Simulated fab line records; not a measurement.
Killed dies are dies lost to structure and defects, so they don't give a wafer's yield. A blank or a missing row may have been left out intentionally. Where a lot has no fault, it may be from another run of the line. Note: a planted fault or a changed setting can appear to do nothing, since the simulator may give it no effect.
Split-lot study + flow berkeley cmos170 + route with 331 steps; 5 lots, 23 wafers read

== THE SPLIT ==
At UCB170_V1_CMP_02 (polishes SiO2), the setting leave above ref nm was moved away from the recipe's 1000 nm on 7 of the 23 wafers read, by +3.6% to +5.3%. For the rest of the wafers, this setting stayed at what the recipe calls for.

Split to reading: the file shows no intervening step.

== THE READING ==
V1_POLISHED_THK (nm), taken at UCB170_V1_THK_MEAS_04. On this fab line, fault-free wafers typically give 1000.2 nm with a standard deviation of 1.6 nm.

| wafer  | tool, chamber at the split | leave above ref nm as run, nm | against the recipe | V1_POLISHED_THK, nm | against lot-mates on the recipe |
|--------|----------------------------|-------------------------------|--------------------|---------------------|---------------------------------|
| L080.1 | cmp-02, 0,1                | 1000                          | recipe             | 999.8               | -                               |
| L080.2 | cmp-02, 0,1                | 1000                          | recipe             | 999.4               | -                               |
| L080.5 | cmp-02, 2                  | 1000                          | recipe             | 998.2               | -                               |
| L081.1 | cmp-01, 1                  | 1036                          | +3.6%              | 1038.2              | +37.9                           |
| L081.2 | cmp-01, 2,0                | 1000                          | recipe             | 999.5               | -                               |
| L081.4 | cmp-01, 3                  | 1036                          | +3.6%              | 1035.8              | +35.5                           |
| L081.5 | cmp-01, 2,0                | 1000                          | recipe             | 999.1               | -                               |
| L081.6 | cmp-01, 1                  | 1000                          | recipe             | 1002.4              | -                               |
| L079.1 | cmp-01, 1                  | 1039                          | +3.9%              | 1041.5              | +40.4                           |
| L079.2 | cmp-01, 3,0                | 1000                          | recipe             | 1000.9              | -                               |
| L079.4 | cmp-01, 3,0                | 1000                          | recipe             | 1001.3              | -                               |
| L079.5 | cmp-01, 2                  | 1039                          | +3.9%              | 1038.6              | +37.5                           |
| L079.6 | cmp-01, 3                  | 1039                          | +3.9%              | 1040.3              | +39.2                           |
| L082.1 | cmp-02, 1                  | 1000                          | recipe             | 999.4               | -                               |
| L082.2 | cmp-02, 3,0                | 1053                          | +5.3%              | 1052.1              | +53.5                           |
| L082.3 | cmp-02, 2                  | 1000                          | recipe             | 998.9               | -                               |
| L082.4 | cmp-02, 3,0                | 1053                          | +5.3%              | 1051.1              | +52.5                           |
| L082.5 | cmp-02, 2                  | 1000                          | recipe             | 997.4               | -                               |
| L084.1 | cmp-02, 2                  | 1000                          | recipe             | 997.5               | -                               |
| L084.2 | cmp-02, 3                  | 1000                          | recipe             | 996.9               | -                               |
| L084.3 | cmp-02, 1                  | 1000                          | recipe             | 999.2               | -                               |
| L084.5 | cmp-02, 0,1                | 1000                          | recipe             | 998.3               | -                               |
| L084.6 | cmp-02, 0,1                | 1000                          | recipe             | 998.5               | -                               |
Where a row lists several chambers, the file gives one row for several wafers and doesn't say which wafer went through which chamber.

THE FIT
A straight line over all 23 wafers: V1_POLISHED_THK changes by +10.2 nm for each +1% of leave above ref nm; r = +1.00; the points scatter about the line by 1.6 nm.
The same after taking each lot's own level away (the mean of its wafers on the recipe; 23 wafers): +10 nm for each +1%; r = +1.00; scatter 1 nm.
The reading moves by 53 nm for the largest change in leave above ref nm, on that fit.
The lots' own levels span 998.08 to 1001.10 nm, that is 1.9 times the standard deviation above.
Hence the lot-to-lot level has little effect on the slope; both slopes agree.
Check: for one of the wafers moved furthest among these (+5.3%), held out of the fit, the line's prediction against its lot-mates is +53.1 nm. It came out at +53.5 nm against them.

== FURTHER SPLITS ON THESE WAFERS ==
Note: prior to the reading, these wafers also went through further splits. Each is held against what the fit with the lots' levels taken away leaves over:
| other split on the same wafers   | wafers away from the commonest value | r with V1_POLISHED_THK (lot level and that fit taken away) |
|----------------------------------|--------------------------------------|------------------------------------------------------------|
| UCB170_CONTACT_PEB_13 peb temp c | 10                                   | -0.12                                                      |

== THE WHOLE CHAIN: every reading that the file lists as answering this split, in the file's order ==
| step                    | what it does                                                              | reading                                                                   | change (the file's fit)              | r (the file's) |
|-------------------------|---------------------------------------------------------------------------|---------------------------------------------------------------------------|--------------------------------------|----------------|
| UCB170_V1_CMP_02        | polishes SiO2                                                             | SiO2_of_V1_CVD_00.thk nm (the simulator's own value, which no gauge read) | +9.73 nm for each +1% of the setting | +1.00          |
| UCB170_V1_THK_MEAS_04   |                                                                           | V1_POLISHED_THK                                                           | +10 for each +1% of the setting      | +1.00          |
| UCB170_V1_ETCH_14       | etches SiO2 in CHF3/CF4/Ar, stops on Al, target depth 1250 nm, time 291 s | V1.feature depth nm (the simulator's own value, which no gauge read)      | +10 nm for each +1% of the setting   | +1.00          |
| UCB170_V1_ETCH_14       | etches SiO2 in CHF3/CF4/Ar, stops on Al, target depth 1250 nm, time 291 s | etch.depth nm (the simulator's own value, which no gauge read)            | +9.73 nm for each +1% of the setting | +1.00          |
| UCB170_M2_METAL_ETCH_18 | etches Al in Cl2/BCl3, stops on SiO2, target depth 1170 nm, time 195 s    | SiO2_of_V1_CVD_00.thk nm (the simulator's own value, which no gauge read) | +9.52 nm for each +1% of the setting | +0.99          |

== THE FILE'S OWN FIT ==
V1_POLISHED_THK changes by +10 nm for each +1% of leave above ref nm, r = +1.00.
